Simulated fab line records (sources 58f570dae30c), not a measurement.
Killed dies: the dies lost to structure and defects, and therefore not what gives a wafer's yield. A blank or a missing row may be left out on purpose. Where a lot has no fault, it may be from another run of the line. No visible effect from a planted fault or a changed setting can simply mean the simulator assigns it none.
Which of the tools did it? ; flow berkeley-cmos170 ; 18 wafers from 6 lots sampled at 2 of the route's 331 steps

## WHAT EACH GAUGE READ, for each wafer
UCB170_NLDD_CD_MEAS_06 targets a cd of 1200 nm.
lot;measured;on;cd-nm (nm)
L625;day 8 06:30;cd-sem-02;1198.4 1198.0 1199.0
L629;day 8 21:46;cd-sem-02;1199.8 1201.5 1200.4
L632;day 9 10:47;cd-sem-02;1198.8 1199.0 1198.8
L634;day 10 07:01;cd-sem-01;1199.8 1200.3 1198.9
L643;day 11 15:50;cd-sem-01;1199.9 1199.2 1201.0
L645;day 12 18:57;cd-sem-01;1201.4 1199.9 1199.6

## TOOL THAT RAN EACH LOT (tool first, then ch and the chambers of the sampled wafers, then the start)
lot;UCB170_NLDD_EXPOSE_03
L625;krf-scanner-02 ch 0, day 8 06:06
L629;krf-scanner-01 ch 0, day 8 21:21
L632;krf-scanner-02 ch 0, day 9 10:01
L634;krf-scanner-01 ch 0, day 10 05:44
L643;krf-scanner-01 ch 0, day 11 14:24
L645;krf-scanner-02 ch 0, day 12 18:21
- UCB170_NLDD_EXPOSE_03: exposes mask NSELECT, target cd 1200 nm.

## THE ANSWER, worked out from the rows above alone
Rule: what is usual is taken from the lots themselves. Put in order of their means at a reading, lots are off if they are a third of the lots or fewer, leave a main group of 4 or more, and stand apart from it by a gap of 3 or more times the standard deviation of the main group's means; of several such gaps the widest counts. A main group whose means are all the same, to the digits that the tables above print for the reading, isn't used. Also off: a lot with no number at a reading for which 4 or more lots have one. The other lots that the step has rows for count as sound.
Across all readings shown, no lot is off: no conclusion can be drawn from this.

## WHAT HAD BEEN PUT IN BY THE SIMULATOR
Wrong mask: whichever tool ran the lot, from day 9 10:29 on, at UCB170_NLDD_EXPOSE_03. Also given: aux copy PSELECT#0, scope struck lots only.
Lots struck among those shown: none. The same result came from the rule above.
